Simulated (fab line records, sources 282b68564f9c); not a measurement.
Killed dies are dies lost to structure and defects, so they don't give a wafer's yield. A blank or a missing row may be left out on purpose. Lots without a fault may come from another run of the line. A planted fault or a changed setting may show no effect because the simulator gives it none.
Split-lot experiment | flow rit_cmos | 5 lots, 23 wafers read, on a route of 202 steps

THE SPLIT
At RIT_GATE_WET_ETCH_00 (etches SiO2 in BOE, target depth 56 nm, time 60 s), the setting time_s was moved away from the recipe's 60 s on 20 of the 23 wafers read, by -13.7% to +6.9%. The other wafers ran this setting at the recipe's value.

FROM THE SPLIT TO THE READING: what the file shows between them, 4 steps
- RIT_GATE_CLEAN_01: cleans in SC1, time 600 s
- RIT_GATE_CLEAN_02: cleans in dHF, time 30 s
- RIT_GATE_CLEAN_03: cleans in SC2, time 600 s
- RIT_GATE_CLEAN_04: cleans in dHF, time 60 s

THE READING
FIELD_OXIDE_LEFT_2_THK, in nm, at RIT_FOX2_THK_MEAS_91. Fault-free wafers of this fab line usually give 255 nm, standard deviation 5.3 nm.

wafer  | tool, chamber at the split | time_s as run, s | against the recipe | FIELD_OXIDE_LEFT_2_THK, nm | against lot-mates on the recipe
L074.2 | -, -                       | 51.79            | -13.7%             | 235                        | no lot-mate on the recipe
L074.3 | -, -                       | 51.79            | -13.7%             | 234                        | no lot-mate on the recipe
L074.4 | -, -                       | 51.79            | -13.7%             | 232                        | no lot-mate on the recipe
L074.5 | -, -                       | 51.79            | -13.7%             | 239                        | no lot-mate on the recipe
L074.6 | -, -                       | 51.79            | -13.7%             | 235                        | no lot-mate on the recipe
L075.1 | -, -                       | 64.16            | +6.9%              | 260                        | no lot-mate on the recipe
L075.2 | -, -                       | 64.16            | +6.9%              | 256                        | no lot-mate on the recipe
L075.3 | -, -                       | 64.16            | +6.9%              | 261                        | no lot-mate on the recipe
L075.4 | -, -                       | 64.16            | +6.9%              | 259                        | no lot-mate on the recipe
L075.6 | -, -                       | 64.16            | +6.9%              | 262                        | no lot-mate on the recipe
L081.1 | wet_bench-01, 1            | 60               | recipe             | 249                        | -
L081.2 | wet_bench-01, 1            | 60               | recipe             | 254                        | -
L081.6 | wet_bench-01, 1            | 60               | recipe             | 254                        | -
L082.1 | -, -                       | 52.72            | -12.1%             | 243                        | no lot-mate on the recipe
L082.2 | -, -                       | 52.72            | -12.1%             | 239                        | no lot-mate on the recipe
L082.3 | -, -                       | 52.72            | -12.1%             | 240                        | no lot-mate on the recipe
L082.4 | -, -                       | 52.72            | -12.1%             | 241                        | no lot-mate on the recipe
L082.6 | -, -                       | 52.72            | -12.1%             | 237                        | no lot-mate on the recipe
L084.1 | -, -                       | 56.25            | -6.2%              | 240                        | no lot-mate on the recipe
L084.2 | -, -                       | 56.25            | -6.2%              | 243                        | no lot-mate on the recipe
L084.4 | -, -                       | 56.25            | -6.2%              | 240                        | no lot-mate on the recipe
L084.5 | -, -                       | 56.25            | -6.2%              | 239                        | no lot-mate on the recipe
L084.6 | -, -                       | 56.25            | -6.2%              | 243                        | no lot-mate on the recipe

THE FIT
A straight line over all 23 wafers: FIELD_OXIDE_LEFT_2_THK changes by +1.14 nm for each +1% of time_s; r = +0.95; the points scatter about the line by 3 nm.
Too few moved wafers have a lot-mate on the recipe to fit a line with each lot's own level taken away.

THE WHOLE CHAIN: every reading that the file lists as answering this split, in the file's order
step                 | what it does              | reading                                                                           | change (the file's fit)              | r (the file's)
RIT_FOX2_THK_MEAS_91 |                           | FIELD_OXIDE_LEFT_2_THK                                                            | +1.14 for each +1% of the setting    | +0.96
RIT_REOX_CLEAN_00    | cleans in SC1, time 600 s | SiO2_of_FOX2_OXIDATION_00.thk_nm (the simulator's own value, which no gauge read) | +1.15 nm for each +1% of the setting | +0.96

THE FILE'S OWN FIT
FIELD_OXIDE_LEFT_2_THK changes by +1.14 nm for each +1% of time_s, r = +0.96.
